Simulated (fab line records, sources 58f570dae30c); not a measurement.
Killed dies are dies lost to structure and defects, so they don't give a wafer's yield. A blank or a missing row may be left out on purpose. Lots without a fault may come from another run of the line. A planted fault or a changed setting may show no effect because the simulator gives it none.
Split-lot experiment | flow berkeley_cmos170 | 5 lots, 23 wafers read, on a route of 331 steps

THE SPLIT
At UCB170_GATE_OXIDATION_01 (target thk 6.6 nm, ox time 1800 s), the setting temp_c was moved away from the recipe's 850 C on 10 of the 23 wafers read, by -2.8% to +1.5%. The other wafers ran this setting at the recipe's value.

The file shows no step between the split and the reading.

THE READING
GATE_OXIDE_THK, in nm, at UCB170_GATE_THK_MEAS_02. Fault-free wafers of this fab line usually give 6.51 nm, standard deviation 0.17 nm.

wafer  | tool, chamber at the split | temp_c as run, C | against the recipe | GATE_OXIDE_THK, nm | against lot-mates on the recipe
L074.2 | furnace-04, 0              | 850              | recipe             | 6.46               | -
L074.4 | furnace-04, 0              | 850              | recipe             | 6.55               | -
L074.5 | furnace-04, 0              | 850              | recipe             | 6.59               | -
L077.1 | -, -                       | 850              | recipe             | 6.57               | -
L077.2 | -, -                       | 850              | recipe             | 6.62               | -
L077.3 | -, -                       | 850              | recipe             | 6.65               | -
L077.5 | -, -                       | 850              | recipe             | 6.64               | -
L077.6 | -, -                       | 850              | recipe             | 6.58               | -
L081.1 | -, -                       | 826.2            | -2.8%              | 4.68               | no lot-mate on the recipe
L081.2 | -, -                       | 826.2            | -2.8%              | 4.71               | no lot-mate on the recipe
L081.4 | -, -                       | 826.2            | -2.8%              | 4.64               | no lot-mate on the recipe
L081.5 | -, -                       | 826.2            | -2.8%              | 4.63               | no lot-mate on the recipe
L081.6 | -, -                       | 826.2            | -2.8%              | 4.70               | no lot-mate on the recipe
L084.1 | -, -                       | 862.8            | +1.5%              | 7.48               | no lot-mate on the recipe
L084.2 | -, -                       | 862.8            | +1.5%              | 7.41               | no lot-mate on the recipe
L084.4 | -, -                       | 862.8            | +1.5%              | 7.48               | no lot-mate on the recipe
L084.5 | -, -                       | 862.8            | +1.5%              | 7.45               | no lot-mate on the recipe
L084.6 | -, -                       | 862.8            | +1.5%              | 7.45               | no lot-mate on the recipe
L085.1 | -, -                       | 850              | recipe             | 6.31               | -
L085.2 | -, -                       | 850              | recipe             | 6.39               | -
L085.4 | -, -                       | 850              | recipe             | 6.37               | -
L085.5 | -, -                       | 850              | recipe             | 6.29               | -
L085.6 | -, -                       | 850              | recipe             | 6.36               | -

THE FIT
A straight line over all 23 wafers: GATE_OXIDE_THK changes by +0.647 nm for each +1% of temp_c; r = +0.99; the points scatter about the line by 0.1 nm.
Too few moved wafers have a lot-mate on the recipe to fit a line with each lot's own level taken away.

THE WHOLE CHAIN: every reading that the file lists as answering this split, in the file's order
step                     | what it does                      | reading                                                                           | change (the file's fit)               | r (the file's)
UCB170_GATE_OXIDATION_01 | target thk 6.6 nm, ox time 1800 s | SiO2_of_GATE_OXIDATION_01.thk_nm (the simulator's own value, which no gauge read) | +0.645 nm for each +1% of the setting | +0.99
UCB170_GATE_THK_MEAS_02  |                                   | GATE_OXIDE_THK                                                                    | +0.647 for each +1% of the setting    | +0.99

THE FILE'S OWN FIT
GATE_OXIDE_THK changes by +0.647 nm for each +1% of temp_c, r = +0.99.
